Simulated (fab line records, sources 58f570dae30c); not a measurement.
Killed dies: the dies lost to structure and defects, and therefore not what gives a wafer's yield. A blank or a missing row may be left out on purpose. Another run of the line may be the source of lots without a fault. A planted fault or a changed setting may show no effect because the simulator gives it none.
Comparing a struck lot with a sound one || flow berkeley_cmos170 || 14 steps out of a route of 331
Sound: the wafers L790.2, L790.3, L790.6. Wafers L794.4, L794.5, L794.6 were the ones struck. The cause is named last.
Each step with rows lists, per side, the tool, then ch with its chambers, then its first start. Under that, the readings that differ: sound wafers || struck wafers || difference of the means || sigmas: that difference in standard deviations of wafers without a fault.
alike: words and numbers the same on both sides, and readings whose means are apart by under 2 such deviations; not compared: readings that were withheld, readings missing a value for some wafer, numbers with overlapping values and no deviation given by the record, and bounds like >300 which may hide the same value.
A row with sigmas, a row that says differs or no value, or rows on one side alone: a step with any of these is where the two part. Numbers that don't overlap but have no deviation are shown without sigmas and don't part them. A reading that every wafer of one side lacks parts them only if that side has two wafers or more.

UCB170_GATE_CD_MEAS_12 targets a cd of 350 nm.
  struck on cd_sem-01, day 8 02:58; sound on cd_sem-02, day 7 09:48
  alike: cd_nm
UCB170_GATE_OVL_MEAS_13:
  struck on overlay-01, day 8 03:03; sound on overlay-02, day 7 09:54
  alike: GATE_OVL
UCB170_GATE_ETCH_14: etches BARC in N2/H2.
  sound on rie_diel-01 ch 1,3, day 7 09:56; struck on rie_diel-04 ch 0,3, day 8 03:04
  alike: chamber_pressure_mTorr, drypump_motor_current_A, oes_product_au, throttle_valve_pct
UCB170_GATE_ETCH_15: etches poly-Si in HBr/Cl2, stops on SiO2, time 56.3 s, target depth 278.2 nm.
  sound on rie_si-01 ch 0,1, day 7 09:59; struck on rie_si-02 ch 1,2,3, day 8 03:07
  alike: chamber_pressure_mTorr, drypump_motor_current_A, oes_product_au, throttle_valve_pct
  not compared: rf_hours_counter_h
UCB170_GATE_STRIP_16: strips in O2.
  sound on plasma_asher-03 ch 0,1, day 7 10:01; struck on plasma_asher-03 ch 0,1, day 8 03:11
  alike: chamber_pressure_mTorr, drypump_motor_current_A, oes_product_au
  not compared: rf_hours_counter_h
UCB170_GATE_CD_MEAS_90 targets a cd of 350 nm.
  struck on cd_sem-02, day 8 03:19; sound on cd_sem-01, day 7 10:08
  alike: cd_nm
then, 6 steps without rows for these wafers: UCB170_GATE_CLEAN_17 (cleans in SPM, time 600 s); UCB170_PLDD_HMDS_00 (prime time 60 s); UCB170_PLDD_COAT_01 (resist thk 900 nm); UCB170_PLDD_SOFTBAKE_02 (time 60 s); UCB170_PLDD_EXPOSE_03 (exposes mask PSELECT, target cd 1200 nm); UCB170_PLDD_PEB_04.
UCB170_PLDD_DEVELOP_05: develop time 45 s.
  sound on litho_track-04 ch 0, day 7 11:00; struck on litho_track-04, day 8 05:00
  no value came back on the struck wafers for chill_plate_temp_C (C), develop_time_s (s), resist_line_temp_C (C); on the sound wafers chill_plate_temp_C (C) reads 23.08 23.01 23.15
{"reading": "model.KrF_of_PLDD_COAT_01.thk_nm (nm)", "sound": "886.9 888.2 888.4", "struck": "897.2 894.1 897.3", "difference": "+8.4", "sigmas": ""}
UCB170_PLDD_CD_MEAS_06 targets a cd of 1200 nm.
  struck on cd_sem-02, day 8 05:14; sound on cd_sem-02, day 7 11:32
{"reading": "cd_nm (nm)", "sound": "1200.9 1201.7 1201.4", "struck": "- - -", "difference": "no value on the struck wafers", "sigmas": ""}

## WHERE THEY PART
Last at UCB170_PLDD_CD_MEAS_06 as far as this record goes, first at UCB170_PLDD_DEVELOP_05.

WHY: what had been put in by the simulator
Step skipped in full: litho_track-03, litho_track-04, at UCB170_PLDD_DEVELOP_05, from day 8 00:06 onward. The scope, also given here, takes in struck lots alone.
